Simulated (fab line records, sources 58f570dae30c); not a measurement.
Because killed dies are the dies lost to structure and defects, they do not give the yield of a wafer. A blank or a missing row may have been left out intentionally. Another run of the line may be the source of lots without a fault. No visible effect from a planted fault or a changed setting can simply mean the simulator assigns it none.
Chamber matching | flow berkeley-cmos170 | cmp-01 running UCB170_V1_CMP_02: 4 sister chambers
The step polishes SiO2. 16 wafers are shown with their chamber, then 8 later ones without.

## WAFERS PAIRED WITH THEIR CHAMBERS
wafer  | chamber | motor-current-A (A) | head-pressure-psi (psi)
L125.2 | 3       | 15.0                | 6.006
L125.3 | 2       | 12.4                | 6.001
L125.4 | 0       | 18.1                | 5.986
L129.4 | 3       | 15.9                | 6.010
L129.5 | 3       | 15.3                | 6.017
L129.6 | 2       | 11.7                | 5.987
L131.2 | 0       | 18.1                | 5.989
L131.4 | 1       | 14.0                | 5.970
L131.6 | 1       | 14.5                | 5.991
L133.2 | 1       | 13.9                | 5.975
L133.3 | 3       | 15.1                | 6.008
L133.4 | 0       | 18.0                | 6.010
L134.2 | 0       | 17.9                | 6.011
L134.4 | 3       | 15.3                | 5.994
L134.6 | 3       | 15.2                | 5.983
L142.2 | 1       | 15.0                | 5.987

SIGNATURES (means of the wafers above)
reading           | chamber 0 | chamber 1 | chamber 2 | chamber 3 | scatter within a chamber
motor-current-A   | 18.025    | 14.350    | 12.050    | 15.300    | 0.359
head-pressure-psi | 5.99900   | 5.98075   | 5.99400   | 6.00300   | 0.0118
Rule: for each reading, subtract the chamber's mean from the wafer's reading, divide by that reading's scatter and square the result; add these up over the readings and take the root, which gives the wafer's distance from the chamber. If the next closest chamber is less than 2 further off than the closest, the wafer can't be placed; otherwise it belongs to the closest. The scatter is the square root of a quotient: the sum, over the shown wafers, of each reading's squared deviation from its chamber's mean, divided by wafers minus chambers.

## WAFERS WITH NO CHAMBER GIVEN
wafer  | motor-current-A (A) | head-pressure-psi (psi)
L142.4 | 15.4                | 5.961
L142.6 | 14.8                | 6.003
L144.1 | 15.0                | 6.006
L144.2 | 13.6                | 6.009
L144.3 | 12.2                | 5.972
L145.1 | 15.2                | 6.007
L145.3 | 14.4                | 6.025
L145.5 | 18.0                | 5.995

## WHICH CHAMBER EACH ONE RAN IN
wafer  | from the rows above          | in truth
L142.4 | can't be placed: 1 or 3      | 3
L142.6 | can't be placed: 3 or 1      | 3
L144.1 | can't be placed: 3 or 1      | 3
L144.2 | can't be placed: 1 or 2 or 3 | 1
L144.3 | 2                            | 2
L145.1 | 3                            | 3
L145.3 | can't be placed: 3 or 1      | 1
L145.5 | 0                            | 0
Correct placement for 3 of the 8. These rows do not allow placing 5 (true chamber among the candidates in 5). Number placed wrongly: 0.
